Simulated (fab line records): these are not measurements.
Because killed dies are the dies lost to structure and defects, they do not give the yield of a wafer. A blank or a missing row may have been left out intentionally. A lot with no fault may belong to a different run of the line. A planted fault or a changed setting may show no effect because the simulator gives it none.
Code-filled problem report in 8D (eight disciplines) form ; flow rit-cmos ; the parts of the form that need people (team, actions taken, sign-off) are left out

1. PROBLEM STATEMENT
Mean of killed-at-front-end at RIT_M1_PROBE_99: 38 across 4 wafers in 3 lots; on wafers with no fault it is 6 (standard deviation 3). That puts it +11 standard deviations away from the usual mean.
The first sign was on wafer L723.3 at day 6 13:40, on prober-01. The record has a number at this step for 15 wafers belonging to 5 lots. Rule for "out", or "out of limits": more than 4 standard deviations from the usual mean. All remaining wafers that have a number are taken as sound.

2. WHAT IT IS; WHAT IT IS NOT
question;is;is not
which readings at this step;killed-at-front-end, killed-dies;killed_at_M0_to_M3, killed-at-contacts, killed-open, killed-short
which lots;L723, L725, L727;L720, L730
which wafers of those lots;L723.3, L723.6, L725.1, L727.6;L723.2, L725.4, L725.6, L727.1, L727.3
read on which tools;prober-01;prober-02
when;from day 6 13:40;"up to then (4 sound wafers); but 7 sound wafers of L725, L727, L730 came after"

3. THE SUSPECTS, EACH WITH WHAT RULES IT OUT
Counting: any tool at a process step up to the reading remains a suspect provided it ran every lot that is out. Sound lots after the first of them don't rule it out here, since some wafers of a struck lot are sound.
- rie-si-01 at RIT_GATE_ETCH_19 (etches poly-Si in SF6/CHF3/O2, stops on SiO2, time 165 s, target depth 312.5 nm): kept. It ran every lot that is out, first L723 (day 5 15:21).
- prober-01 at RIT_M1_PROBE_99: kept. It ran every lot that is out, first L723 (day 6 13:37). Out on those wafers are its own readings of killed-at-front-end, killed-dies.
- rie-si-01, RIT_GATE_ETCH_19: wafers that are out in chamber 2, sound lot-mates in chambers 0, 1, 3.
The count leaves prober-01 at RIT_M1_PROBE_99 and rie-si-01 at RIT_GATE_ETCH_19.

4. THE CAUSE (what the simulator had put in)
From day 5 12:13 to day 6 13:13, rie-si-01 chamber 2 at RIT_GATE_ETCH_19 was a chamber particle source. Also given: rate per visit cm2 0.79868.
2 suspects survive the count, and this tool is in that group.

5. THE EFFECT CHAIN, in route order
Each row: a reading where the mean over the struck wafers with a number is more than 3 standard deviations away from the usual. Readings are gone through only where the record gives a usual standard deviation; hours: the median, over the lots, of the time from a lot's start at the first step in this table giving one to that lot's start at this step; sigmas: the change measured in usual standard deviations.
hours;step;reading;usual;on struck wafers;change;sigmas
0;RIT_M1_PROBE_99;killed-at-front-end;6;38;+32;+11
0;RIT_M1_PROBE_99;killed-dies;7;38;+32;+10
Its process steps:
- RIT_M1_PROBE_99

6. HOW IT WOULD HAVE BEEN CAUGHT EARLIER
The fault began at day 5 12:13; the first out-of-limits reading in this record came at day 6 13:40, 25 hours later.
An alarm limit of 4 standard deviations would not have fired on the tool readings at RIT_GATE_ETCH_19 for which the record gives a usual standard deviation, since none of them was out on any struck wafer.
Each of the lots that are out, 3 in all, had begun RIT_GATE_ETCH_19 on rie-si-01 no later than day 6 13:40. A hold on the tool at that time would have spared none of them.
